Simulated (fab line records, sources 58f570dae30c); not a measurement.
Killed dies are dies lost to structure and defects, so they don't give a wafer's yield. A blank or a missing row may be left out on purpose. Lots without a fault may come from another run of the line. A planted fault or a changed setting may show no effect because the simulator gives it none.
A struck lot beside a sound one | flow berkeley_cmos170 | 43 steps out of a route of 331
Sound: wafers L792.1, L792.3, L792.4. Struck: wafers L799.1, L799.3, L799.4. The cause comes at the end.
At each step with rows: each side's tool, then ch and its chambers, then its first start. Under that, the readings that differ: sound wafers | struck wafers | difference of the means | sigmas: that difference in standard deviations of wafers without a fault.
alike: readings whose means differ by less than 2 such deviations, and words and numbers that are the same on both sides. not compared: withheld readings, readings that some wafer has no value for, bounds like >300 that may hide the same value, and numbers for which the record gives no deviation and whose values overlap.
The two part at a step that has a row with sigmas, a row that says differs or no value, or rows on one side only. Numbers that don't overlap but have no deviation are shown without sigmas and don't part them. A reading that every wafer of one side lacks parts them only if that side has two wafers or more.

first, 3 steps without rows for these wafers: UCB170_PVT_EXPOSE_03 (exposes mask NWELL, target cd 3000 nm); UCB170_PVT_PEB_04; UCB170_PVT_DEVELOP_05 (develop time 45 s).
UCB170_PVT_OVL_MEAS_06:
  sound on overlay-01, day 6 19:53; struck on overlay-02, day 8 09:55
  alike: PVT_OVL
then, 1 step without rows for these wafers: UCB170_PVT_IMPLANT_07.
UCB170_PVT_STRIP_08: strips in O2.
  sound on plasma_asher-02 ch 0,1, day 6 20:04; struck on plasma_asher-02 ch 0,1, day 8 10:05
  reading                      | sound             | struck            | difference | sigmas
  strip_time_to_endpoint_s (s) | 21.64 21.72 21.67 | 21.50 21.48 21.53 | -0.17      | -3
  alike: drypump_motor_current_A, o2_flow_sccm, oes_product_au
  not compared: rf_hours_counter_h
UCB170_PVT_TW_MEAS_09:
  sound on film_metro-03, day 6 20:10; struck on film_metro-03, day 8 10:11
  alike: PVT_TW
then, 1 step without rows for these wafers: UCB170_GATE_WET_ETCH_00 (etches SiO2 in dHF, time 200 s).
UCB170_FIELD_THK_MEAS_91:
  sound on film_metro-04, day 6 20:21; struck on film_metro-01, day 8 10:19
  alike: FIELD_OXIDE_LEFT_2_THK
then, 1 step without rows for these wafers: UCB170_GATE_OXIDATION_01 (target thk 6.6 nm, ox time 1800 s).
UCB170_GATE_THK_MEAS_02:
  sound on film_metro-02, day 7 02:25; struck on film_metro-03, day 8 17:11
  alike: GATE_OXIDE_THK
then, 1 step without rows for these wafers: UCB170_GATE_ANNEAL_03 (time 1800 s).
UCB170_GATE_CVD_04: deposits poly-Si from SiH4, time 1440 s, target thk 214 nm.
  sound on lpcvd-02 ch 1, day 7 08:42; struck on lpcvd-01 ch 1, day 9 00:38
  reading                                  | sound             | struck            | difference | sigmas
  spike_tc_centre_C (C)                    | 612.5 613.2 612.4 | 623.2 624.9 624.2 | +11.4      | +8
  model.poly-Si_of_GATE_CVD_04.thk_nm (nm) | 212.3 211.7 212.8 | 214.5 225.2 229.1 | +10.7      |
UCB170_GATE_THK_MEAS_05:
  sound on film_metro-03, day 7 10:52; struck on film_metro-03, day 9 02:16
  reading            | sound             | struck            | difference | sigmas
  GATE_POLY_THK (nm) | 212.3 211.8 212.6 | 214.5 225.1 229.2 | +10.7      | +6
  not compared: hold
then, 5 steps without rows for these wafers: UCB170_GATE_COAT_07 (resist thk 900 nm); UCB170_GATE_SOFTBAKE_08 (time 60 s); UCB170_GATE_EXPOSE_09 (exposes mask POLY, target cd 350 nm); UCB170_GATE_PEB_10; UCB170_GATE_DEVELOP_11 (develop time 45 s).
UCB170_GATE_CD_MEAS_12: target cd 350 nm.
  sound on cd_sem-01, day 7 12:19; struck on cd_sem-01, day 9 04:56
  alike: cd_nm
UCB170_GATE_OVL_MEAS_13:
  sound on overlay-01, day 7 12:26; struck on overlay-01, day 9 05:03
  alike: GATE_OVL
UCB170_GATE_ETCH_14: etches BARC in N2/H2.
  sound on rie_diel-01 ch 1,2,3, day 7 12:28; struck on rie_diel-01 ch 0,1,3, day 9 05:05
  alike: drypump_motor_current_A, oes_product_au, throttle_valve_pct
UCB170_GATE_ETCH_15: etches poly-Si in HBr/Cl2, stops on SiO2, time 56.3 s, target depth 278.2 nm.
  sound on rie_si-02 ch 1,2,3, day 7 12:31; struck on rie_si-01 ch 1,3, day 9 05:08
  reading                          | sound             | struck            | difference | sigmas
  oes_product_au (a.u.)            | 0.798 0.848 0.847 | 0.848 0.870 0.889 | +0.038     | +2
  model.etch.depth_nm (nm)         | 212.3 211.7 212.8 | 214.5 225.2 229.1 | +10.7      |
  model.GATE.feature_depth_nm (nm) | 212.3 211.7 212.8 | 214.6 225.3 229.1 | +10.7      |
  alike: drypump_motor_current_A, throttle_valve_pct
  not compared: rf_hours_counter_h
UCB170_GATE_STRIP_16: strips in O2.
  sound on plasma_asher-03 ch 0,1, day 7 12:33; struck on plasma_asher-04 ch 0,1, day 9 05:11
  alike: drypump_motor_current_A, o2_flow_sccm, oes_product_au
  not compared: rf_hours_counter_h
UCB170_GATE_CD_MEAS_90: target cd 350 nm.
  sound on cd_sem-02, day 7 12:42; struck on cd_sem-01, day 9 05:25
  alike: cd_nm
then, 7 steps without rows for these wafers: UCB170_GATE_CLEAN_17 (cleans in SPM, time 600 s); UCB170_PLDD_HMDS_00 (prime time 60 s); UCB170_PLDD_COAT_01 (resist thk 900 nm); UCB170_PLDD_SOFTBAKE_02 (time 60 s); UCB170_PLDD_EXPOSE_03 (exposes mask PSELECT, target cd 1200 nm); UCB170_PLDD_PEB_04; UCB170_PLDD_DEVELOP_05 (develop time 45 s).
UCB170_PLDD_CD_MEAS_06: target cd 1200 nm.
  sound on cd_sem-01, day 7 14:28; struck on cd_sem-01, day 9 07:28
  alike: cd_nm
UCB170_PLDD_OVL_MEAS_07:
  sound on overlay-01, day 7 14:35; struck on overlay-01, day 9 07:35
  alike: PLDD_OVL
then, 2 steps without rows for these wafers: UCB170_PLDD_IMPLANT_08; UCB170_PLDD_IMPLANT_09.
UCB170_PLDD_STRIP_10: strips in O2.
  sound on plasma_asher-04 ch 0,1, day 7 14:55; struck on plasma_asher-04 ch 0,1, day 9 07:55
  reading                      | sound             | struck            | difference | sigmas
  strip_time_to_endpoint_s (s) | 21.42 21.52 21.50 | 21.76 21.67 21.71 | +0.23      | +3
  alike: drypump_motor_current_A, o2_flow_sccm, oes_product_au
  not compared: rf_hours_counter_h
UCB170_PLDD_TW_MEAS_11:
  sound on film_metro-04, day 7 15:01; struck on film_metro-02, day 9 08:07
  reading | sound          | struck         | difference | sigmas
  PLDD_TW | 1005 1007 1002 | 1038 1040 1029 | +31        | +2
then, 3 steps without rows for these wafers: UCB170_PLDD_CLEAN_12 (cleans in SPM, time 600 s); UCB170_NLDD_HMDS_00 (prime time 60 s); UCB170_NLDD_COAT_01 (resist thk 900 nm).
UCB170_SILICIDE_PRE_CLEAN_00: preclean etch time 60 s.
  sound on pvd_sputter-02, day 8 06:37; struck on pvd_sputter-04, day 9 21:22
  reading                                  | sound             | struck            | difference | sigmas
  model.poly-Si_of_GATE_CVD_04.thk_nm (nm) | 205.5 204.8 205.8 | 207.6 218.5 222.2 | +10.7      |
UCB170_M3_PROBE_99:
  the record has rows for the sound wafers here (prober-01, day 9 03:00) and none for the struck ones

WHERE THEY PART
First at UCB170_PVT_STRIP_08; last, within this record, at UCB170_M3_PROBE_99.

WHY: what the simulator had put in
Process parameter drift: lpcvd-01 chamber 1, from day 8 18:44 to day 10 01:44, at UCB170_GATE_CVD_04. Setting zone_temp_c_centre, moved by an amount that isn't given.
